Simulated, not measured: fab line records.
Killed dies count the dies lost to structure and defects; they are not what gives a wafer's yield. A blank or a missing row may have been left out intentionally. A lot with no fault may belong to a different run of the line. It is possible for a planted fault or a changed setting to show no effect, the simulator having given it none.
Struck lot and sound lot, side by side | flow berkeleyCmos170 | 15 steps out of a route of 331
Sound: wafers L448.2, L448.3, L448.6. Wafers L452.1, L452.2, L452.5 were the ones struck. At the end, the cause is stated.
Order at every step that has rows: each side's tool, ch and its chambers, its first start. Under that, the readings that differ: sound wafers | struck wafers | difference of the means | sigmas: that difference in standard deviations of wafers without a fault.
alike: readings whose means differ by less than 2 such deviations, and words and numbers that are the same on both sides. not compared: withheld readings, readings that some wafer has no value for, bounds like >300 that may hide the same value, and numbers for which the record gives no deviation and whose values overlap.
Wherever a step has rows on one side only, a row that says differs or no value, or a row with sigmas, the two part there. Non-overlapping numbers with no deviation appear without sigmas and do not part them. A reading missing from all wafers of one side parts the sides only when that side holds two or more wafers.

first, 2 steps without rows for these wafers: UCB170_M3_COAT_05 (resist thk 900 nm); UCB170_M3_SOFTBAKE_06 (time 60 s).
UCB170_M3_STRIP_07: strips in O2.
  sound on plasmaAsher-02 ch 0,1, day 8 19:16; struck on plasmaAsher-02 ch 0,1, day 10 04:02
  alike: drypumpMotorCurrentA, o2FlowSccm, oesProductAu, stripTimeToEndpointS
  not compared: rfHoursCounterH
then, 7 steps without rows for these wafers: UCB170_M3_STRIP_08 (strips KrF in DMSO, time 600 s); UCB170_M3_COAT_09; UCB170_M3_COAT_10 (resist thk 900 nm); UCB170_M3_SOFTBAKE_11 (time 60 s); UCB170_M3_EXPOSE_12 (exposes mask METAL3, target cd 700 nm); UCB170_M3_PEB_13; UCB170_M3_DEVELOP_14 (develop time 45 s).
UCB170_M3_CD_MEAS_15: the cd target is 700 nm.
  sound: cdSem-01 at day 8 20:32; struck: cdSem-02 at day 10 05:10
reading   | sound             | struck            | difference | sigmas
cdNm (nm) | 698.0 696.6 698.4 | 700.0 701.0 701.6 | +3.2       | +3
UCB170_M3_OVL_MEAS_16:
  sound: overlay-01 at day 8 20:38; struck: overlay-02 at day 10 05:17
  alike: M3_OVL
UCB170_M3_ETCH_17: etches BARC in N2/H2.
  sound on rieDiel-02 ch 0,2,3, day 8 20:40; struck on rieDiel-02 ch 1,2,3, day 10 05:19
reading             | sound             | struck            | difference | sigmas
oesProductAu (a.u.) | 0.984 1.000 0.991 | 0.800 0.784 0.805 | -0.195     | -11
  alike: drypumpMotorCurrentA, n2FlowSccm, rfFwdPowerW, throttleValvePct
UCB170_M3_METAL_ETCH_18: etches Al in Cl2/BCl3, stops on SiO2, target depth 1170 nm, time 195 s.
  sound on rieMetal-04 ch 0,1, day 8 20:43; struck on rieMetal-04 ch 0, day 10 05:22
  alike: bcl3FlowSccm, drypumpMotorCurrentA, oesProductAu, rfFwdPowerW, throttleValvePct
  not compared: rfHoursCounterH
UCB170_M3_PROBE_99:
  record: rows for the struck wafers here (prober-01, day 10 06:04), none for the sound ones

WHERE THEY PART
Earliest at UCB170_M3_CD_MEAS_15; latest, in this record, at UCB170_M3_PROBE_99.

WHY: whatever the simulator had introduced
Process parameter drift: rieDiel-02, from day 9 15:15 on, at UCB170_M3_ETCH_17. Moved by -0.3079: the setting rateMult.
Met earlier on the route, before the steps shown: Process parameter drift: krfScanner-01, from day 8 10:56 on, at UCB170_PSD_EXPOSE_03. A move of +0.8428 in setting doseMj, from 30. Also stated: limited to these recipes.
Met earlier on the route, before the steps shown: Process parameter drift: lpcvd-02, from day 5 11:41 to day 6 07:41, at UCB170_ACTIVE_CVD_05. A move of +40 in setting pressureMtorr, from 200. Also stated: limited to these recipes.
